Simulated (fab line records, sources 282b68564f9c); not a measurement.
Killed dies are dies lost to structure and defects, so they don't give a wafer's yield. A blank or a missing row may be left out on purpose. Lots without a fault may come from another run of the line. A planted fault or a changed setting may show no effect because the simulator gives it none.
fab line records | flow rit_cmos
record lots=5 wafers=15 last_day=7
route steps=202 shown GATE@77 FOX2@80 M1@202
lots that met no fault: from a run of the same line without faults
start_h: hours from the record's first day to the start of the lot's first wafer shown | wait_h: hours since the lot's step before | " the same as in the row above | L1.1+2: a row that stands for several wafers | - no value, or no start given | * or withheld: withheld | < > ~ a bound
route shown NAME@n: a module of which the file shows steps, and the number in the route of the first | usual: mean/standard deviation of fault-free wafers | same: alike in all rows | chamber/n: place in a boat | sites: the reading at each site | _std_site: their standard deviation | _edge_site: outer sites' mean less inner sites' | radius_mm: how far each site lies from the wafer's centre | mask NAME#n: copy n | behind: the tool/chamber that last shaped the wafer | hold: why the lot was held/for how many hours/how that ended | device: the transistor (n, p or np) that didn't switch | end of line: the same wafers' tests at the end of the route | a step without rows: its recipe alone | killed: dies lost to structure and defects at the first sort, not the wafer's yield | map: a wafer's dies, x killed, . not, _ none there
set.NAME: the setting as run; set.NAME@STEP: as run at that earlier step | model.NAME: the simulator's own value behind a step, which no gauge read
lots at some steps of the route; a table a step, a row a wafer
services: from which hour (start_h, from the record's first day; less than 0 if before it) a tool's chamber was out of use, for how many hours, and why
## steps
# step RIT_GATE_CLEAN_02
# recipe chemistry=dHF dilution=50:1 time_s=30
# step RIT_GATE_CLEAN_03
# recipe chemistry=SC2 mix=3:3:50 time_s=600 temp_c=75 dry=n2_spin
# step RIT_GATE_CLEAN_04
# recipe chemistry=dHF dilution=50:1 time_s=60 dry=n2_spin
# step RIT_FOX2_THK_MEAS_91
# recipe reads=SiO2_of_FOX2_OXIDATION_00
# usual FIELD_OXIDE_LEFT_2_THK=255/6.3
# columns lot.wafer tool chamber start_h wait_h FIELD_OXIDE_LEFT_2_THK[nm]
L993.3 film_metro-01 - 56.54 0.0 253
L993.5 " - " " 257
L993.6 " - " " 253
L995.3 film_metro-01 - 66.49 0.0 254
L995.5 " - " " 252
L995.6 " - " " 252
L997.2 film_metro-03 - 76.99 0.0 254
L997.3 " - " " 261
L997.5 " - " " 257
L109.2 film_metro-02 - 138.27 0.0 259
L109.4 " - " " 266
L109.5 " - " " 265
L111.1 film_metro-03 - 148.28 0.0 259
L111.2 " - " " 257
L111.5 " - " " 257
# step RIT_GATE_OXIDATION_05
# recipe temp_c=900 ambient=O2 target_thk_a=30 ox_time_s=270
# step RIT_GATE_ANNEAL_06
# recipe temp_c=900 time_s=600 ambient=N2O
# step RIT_GATE_THK_MEAS_07
# recipe reads=SiO2_of_GATE_OXIDATION_05
# usual GATE_OXIDE_THK=3.03/0.06
# columns lot.wafer tool chamber start_h wait_h GATE_OXIDE_THK[nm]
L993.3 film_metro-03 - 58.36 0.0 3.01
L993.5 " - " " 2.97
L993.6 " - " " 3.15
L995.3 film_metro-02 - 67.88 0.0 2.92
L995.5 " - " " 2.99
L995.6 " - " " 2.97
L997.2 film_metro-02 - 78.39 0.0 2.98
L997.3 " - " " 3.04
L997.5 " - " " 3.01
L109.2 film_metro-01 - 139.65 0.0 3.06
L109.4 " - " " 3.11
L109.5 " - " " 3.14
L111.1 film_metro-02 - 153.52 0.0 3.13
L111.2 " - " " 3.06
L111.5 " - " " 3.04
# step RIT_GATE_CVD_08
# recipe material=poly-Si target_thk_nm=250 temp_c=610 precursor=SiH4 time_s=2220 pressure_mtorr=300 sih4_flow_sccm=96.44
# step RIT_GATE_THK_MEAS_09
# recipe reads=poly-Si_of_GATE_CVD_08
# usual GATE_POLY_THK=240.5/2.4
# columns lot.wafer tool chamber start_h wait_h GATE_POLY_THK[nm]
L993.3 film_metro-01 - 60.04 0.0 242.9
L993.5 " - " " 244.0
L993.6 " - " " 241.2
L995.3 film_metro-03 - 69.55 0.0 240.7
L995.5 " - " " 238.9
L995.6 " - " " 243.1
L997.2 film_metro-01 - 81.18 0.0 238.2
L997.3 " - " " 235.6
L997.5 " - " " 237.6
L109.2 film_metro-02 - 141.33 0.0 241.5
L109.4 " - " " 241.1
L109.5 " - " " 242.2
L111.1 film_metro-02 - 155.20 0.0 243.5
L111.2 " - " " 243.5
L111.5 " - " " 245.9
# step RIT_GATE_HMDS_10
# recipe prime_time_s=60 prime_temp_c=140
# step RIT_GATE_COAT_11
# recipe resist=NOVOLAK spin_rpm=4250 resist_thk_nm=850
# step RIT_GATE_SOFTBAKE_12
# recipe resist=NOVOLAK temp_c=90 time_s=60
# step RIT_GATE_EXPOSE_13
# recipe mask_id=M6 na=0.6 source_shape=conventional sigma_outer=0.6 target_cd_nm=150 dose_mj=387.8
# usual focus_offset_nm=0.0/0.5
# columns lot.wafer tool chamber start_h wait_h mask focus_offset_nm
L993.3 iline_stepper-02 0 60.72 0.1 M6#0 -0.3
L993.5 " 0 " " M6#0 0.2
L993.6 " 0 " " M6#0 -0.3
L995.3 iline_stepper-01 0 70.08 0.1 M6#0 0.2
L995.5 " 0 " " M6#0 -0.1
L995.6 " 0 " " M6#0 -0.4
L997.2 iline_stepper-01 0 81.83 0.2 M6_R1#0 -0.3
L997.3 " 0 " " M6_R1#0 -0.2
L997.5 " 0 " " M6_R1#0 -0.2
L109.2 iline_stepper-01 0 141.98 0.2 M6#0 -0.5
L109.4 " 0 " " M6#0 0.4
L109.5 " 0 " " M6#0 -0.4
L111.1 iline_stepper-01 0 155.71 0.1 M6#0 0.1
L111.2 " 0 " " M6#0 0.3
L111.5 " 0 " " M6#0 0.2
# step RIT_GATE_PEB_14
# recipe resist=NOVOLAK temp_c=withheld time_s=withheld
# step RIT_GATE_DEVELOP_15
# recipe resist=NOVOLAK develop_time_s=50 dev_temp_c=23
# step RIT_GATE_CD_MEAS_16
# recipe target_cd_nm=150
# usual cd_nm=149.2/2.3
# columns lot.wafer tool chamber start_h wait_h cd_nm
L993.3 cd_sem-02 - 61.12 - 147.1
L993.5 " - " " 150.6
L993.6 " - " " 147.6
L995.3 cd_sem-02 - 70.48 - 150.4
L995.5 " - " " 151.2
L995.6 " - " " 155.4
L997.2 cd_sem-02 - 82.23 - 164.5
L997.3 " - " " 166.1
L997.5 " - " " 163.4
L109.2 cd_sem-02 - 142.41 - 151.9
L109.4 " - " " 150.7
L109.5 " - " " 151.3
L111.1 cd_sem-02 - 156.11 - 148.8
L111.2 " - " " 147.4
L111.5 " - " " 147.9
# step RIT_GATE_OVL_MEAS_17
# usual GATE_OVL=0.6/1.4
# columns lot.wafer tool chamber start_h wait_h GATE_OVL[nm]
L993.3 overlay-02 - 61.21 0.1 0.9
L993.5 " - " " 1.9
L993.6 " - " " 1.6
L995.3 overlay-01 - 70.58 0.1 0.6
L995.5 " - " " 1.8
L995.6 " - " " 1.9
L997.2 overlay-02 - 82.34 0.1 2.6
L997.3 " - " " 1.9
L997.5 " - " " 3.6
L109.2 overlay-02 - 142.52 0.1 -2.7
L109.4 " - " " -1.5
L109.5 " - " " -1.2
L111.1 overlay-01 - 156.23 0.1 -0.4
L111.2 " - " " 1.8
L111.5 " - " " 0.0
# step RIT_GATE_HARDBAKE_18
# recipe resist=NOVOLAK temp_c=140 time_s=60
# step RIT_GATE_ETCH_19
# recipe chemistry=SF6/CHF3/O2 time_s=165 SF6_flow_sccm=30 CHF3_flow_sccm=30 O2_flow_sccm=5 target=poly-Si pressure_mtorr=40 rf_w=160 target_depth_a=3125 over_etch_frac=0.25 stop_on=SiO2
# usual drypump_motor_current_A=5.6/0.53 oes_product_au=0.818/0.015 rf_fwd_power_W=159.4/0.49 throttle_valve_pct=10.20/0.11
# columns lot.wafer tool chamber start_h wait_h drypump_motor_current_A oes_product_au rf_fwd_power_W rf_hours_counter_h throttle_valve_pct model.GATE.cd_nm
L993.3 rie_si-01 1 61.38 0.1 5.8 0.813 159.4 29 10.18 147.3
L993.5 " 1 " " 5.8 0.807 159.1 - 10.19 150.7
L993.6 " 2 " " 5.8 0.836 159.9 - 10.16 148
L995.3 rie_si-01 0 70.75 0.1 4.7 0.817 159.1 3 10.10 150.4
L995.5 " 3 " " 5.6 0.796 160.0 - 10.27 151.3
L995.6 " 2 " " 5.8 0.847 159.2 - 10.16 155.4
L997.2 rie_si-01 2 82.52 0.1 5.8 0.831 159.6 4 10.17 164.5
L997.3 " 3 " " 5.6 0.791 159.4 1 10.25 166
L997.5 " 0 " " 4.7 0.817 158.9 - 10.09 163.2
L109.2 rie_si-01 0 142.70 0.1 4.7 0.825 159.5 4 10.10 152
L109.4 " 1 " " 5.8 0.811 158.7 30 10.19 150.9
L109.5 " 3 " " 5.6 0.815 159.5 - 10.26 151.3
L111.1 rie_si-01 1 156.42 0.1 5.8 0.816 159.9 30 10.18 149
L111.2 " 2 " " 5.8 0.838 160.1 4 10.16 147.5
L111.5 " 0 " " 4.7 0.836 159.2 - 10.10 147.4
# step RIT_GATE_STRIP_20
# recipe chemistry=O2 time_s=180 resist=NOVOLAK platen_temp_c=withheld power_w=500 pressure_mtorr=4000 o2_flow_sccm=4000
# usual drypump_motor_current_A=5.5/0.6
# columns lot.wafer tool chamber start_h wait_h drypump_motor_current_A rf_hours_counter_h
L993.3 plasma_asher-02 0 61.55 0.1 5.1 -
L993.5 " 0 " " 5.1 -
L993.6 " 1 " " 4.9 -
L995.3 plasma_asher-04 0 70.92 0.1 5.9 -
L995.5 " 1 " " 6.4 -
L995.6 " 0 " " 5.9 -
L997.2 plasma_asher-02 1 82.62 0.1 4.9 30
L997.3 " 1 " " 4.9 -
L997.5 " 1 " " 4.9 -
L109.2 plasma_asher-01 1 142.81 0.1 5.2 3
L109.4 " 0 " " 6.4 -
L109.5 " 1 " " 5.1 -
L111.1 plasma_asher-02 0 156.52 0.1 5.1 38
L111.2 " 1 " " 4.9 38
L111.5 " 1 " " 4.9 -
# step RIT_M1_PROBE_99
# usual killed_at_front_end=7/3 killed_dies=7/3 killed_open=3.5/2 killed_short=3.4/2
# same gross_dies=264 killed_at_M0_to_M3=0 killed_at_M4_up=0 killed_at_back_side=0 killed_at_contacts=0 killed_at_other=0
# columns lot.wafer tool chamber start_h wait_h killed_at_front_end killed_dies killed_open killed_short model.etest.pmos_0p3.r_on_ohm_um model.etest.pmos_turned.r_on_ohm_um model.etest.pmos_0p15.r_on_ohm_um model.etest.nmos_0p15.r_on_ohm_um model.etest.nmos_0p3.r_on_ohm_um model.etest.nmos_0p15.drive_ua_um model.etest.pmos_0p15.drive_ua_um model.etest.nmos_turned.drive_ua_um
L993.3 prober-02 - 82.61 0.2 7 7 5 2 6189 3312 2705 1086 2144 487.9 263.8 355.7
L993.5 prober-02 - 82.71 0.2 4 4 2 2 6211 3376 2778 1099 2131 480.7 258.4 341.2
L993.6 prober-02 - 82.76 0.2 4 4 1 3 6316 3340 2727 1093 2152 483 260.3 355.9
L995.3 prober-02 - 91.49 0.2 11 11 4 7 6032 3213 2646 1057 2048 482.6 266.4 355
L995.5 prober-02 - 91.59 0.2 9 9 5 4 6095 3286 2723 1075 2080 472.4 259.4 348
L995.6 prober-02 - 91.64 0.2 10 10 6 4 6196 3410 2818 1148 2138 458.4 250.1 336.9
L997.2 prober-02 - 102.65 0.1 7 7 4 3 6611 3756 3095 1210 2238 419.2 224.1 311.8
L997.3 prober-02 - 102.70 0.2 11 11 7 4 6791 3848 3210 1267 2289 404.1 213.8 306.3
L997.5 prober-02 - 102.80 0.2 9 9 6 3 6626 3746 3101 1233 2256 421.2 225.2 314.4
L109.2 prober-02 - 163.47 0.1 8 8 5 3 6493 3561 2925 1198 2244 441.6 240.2 317.3
L109.4 prober-02 - 163.57 0.2 5 5 3 2 6396 3452 2844 1181 2225 446.1 247.7 324.2
L109.5 prober-02 - 163.62 0.2 1 1 0 1 6427 3481 2871 1166 2198 448.2 246.6 321.3
L111.1 prober-01 - 177.06 0.1 8 8 6 2 6592 3490 2843 1140 2223 453.2 244.2 326
L111.2 prober-01 - 177.11 0.1 5 5 3 2 6323 3341 2723 1104 2152 471.3 258.5 337.6
L111.5 prober-01 - 177.26 0.2 6 6 5 1 6404 3417 2794 1145 2207 463.6 253.5 328.6
# killed by level:class
L993.3 GATE:geometric_particle:open=2 FOX1:geometric_particle:open=1 GATE:geometric_particle:short=1 REOX:geometric_particle:open=1 REOX:geometric_particle:short=1 SPACER:geometric_particle:open=1
L993.5 FOX2:geometric_particle:open=1 GATE:geometric_particle:open=1 GATE:geometric_particle:short=1 REOX:geometric_particle:short=1
L993.6 GATE:geometric_particle:short=2 ACTIVE:geometric_particle:open=1 SPACER:geometric_particle:short=1
L995.3 SPACER:geometric_particle:short=4 GATE:geometric_particle:short=3 FOX1:geometric_particle:open=1 REOX:geometric_particle:open=1 SPACER:geometric_particle:open=1 SILICIDE:geometric_particle:open=1
L995.5 GATE:geometric_particle:open=4 GATE:geometric_particle:short=3 FOX2:geometric_particle:short=1 SILICIDE:geometric_particle:open=1
L995.6 GATE:geometric_particle:open=4 GATE:geometric_particle:short=3 FOX1:geometric_particle:open=1 REOX:geometric_particle:short=1 SILICIDE:geometric_particle:open=1
L997.2 SILICIDE:geometric_particle:short=3 SPACER:geometric_particle:open=2 SILICIDE:geometric_particle:open=2
L997.3 SILICIDE:geometric_particle:open=3 GATE:geometric_particle:open=2 GATE:geometric_particle:short=2 REOX:geometric_particle:open=2 SILICIDE:geometric_particle:short=2
L997.5 GATE:geometric_particle:open=2 SPACER:geometric_particle:short=2 SILICIDE:geometric_particle:open=2 FOX1:geometric_particle:open=1 FOX2:geometric_particle:open=1 FOX2:geometric_particle:short=1
L109.2 FOX1:geometric_particle:open=2 GATE:geometric_particle:open=2 GATE:geometric_particle:short=1 SPACER:geometric_particle:open=1 SILICIDE:geometric_particle:short=1 STARTING-WAFER:geometric_particle:short=1
L109.4 FOX1:geometric_particle:open=1 GATE:geometric_particle:open=1 REOX:geometric_particle:open=1 REOX:geometric_particle:short=1 SPACER:geometric_particle:short=1
L109.5 REOX:geometric_particle:short=1
L111.1 FOX2:geometric_particle:open=3 FOX2:geometric_particle:short=2 FOX1:geometric_particle:open=1 SPACER:geometric_particle:open=1 SILICIDE:geometric_particle:open=1
L111.2 FOX1:geometric_particle:open=2 FOX2:geometric_particle:open=1 GATE:geometric_particle:short=1 SILICIDE:geometric_particle:short=1
L111.5 GATE:geometric_particle:open=3 FOX2:geometric_particle:open=2 FOX1:geometric_particle:short=1
## services
# columns tool chamber start_h hours kind
iline_stepper-02 - 43.42 1.7 pm
plasma_asher-02 - 106.27 1.4 repair
plasma_asher-01 - 108.75 9.0 pm
plasma_asher-01 0 108.75 9.0 vent_cycle
plasma_asher-01 1 108.75 9.0 vent_cycle
rie_si-01 3 117.47 3.6 repair
plasma_asher-01 0 117.75 - clean
plasma_asher-01 1 117.75 - clean
iline_stepper-01 - 132.14 9.0 repair
iline_stepper-01 - 136.94 1.6 repair
## key
first_sign step=RIT_GATE_EXPOSE_13 reading=mask direction=changed
effect step=RIT_GATE_CD_MEAS_16 reading=cd_nm direction=up sigmas=6.8 usual=149.2 struck=164.7
model_effect step=RIT_GATE_ETCH_19 value=GATE.cd_nm without=149.6 struck=164.6
model_effect step=RIT_M1_PROBE_99 value=etest.pmos_0p3.r_on_ohm_um without=6327 struck=6676
met_at RIT_GATE_EXPOSE_13
struck_wafers L997.2,L997.3,L997.5
tester_left_out L997
onset_between 70.08 81.83
fault kind=wrong_mask tool=any chamber=- onset_h=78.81 steps=RIT_GATE_EXPOSE_13 aux_copy=M6_R1#0 cd_offset_nm=15 scope=struck_lots_only
# tester_left_out: of these lots the tester's yield and bins aren't shown, on N5 and GAA mostly nor the transistor test; their killed dies are dies lost to structure and defects alone, not to doping, threshold or leakage, so they don't give the yield
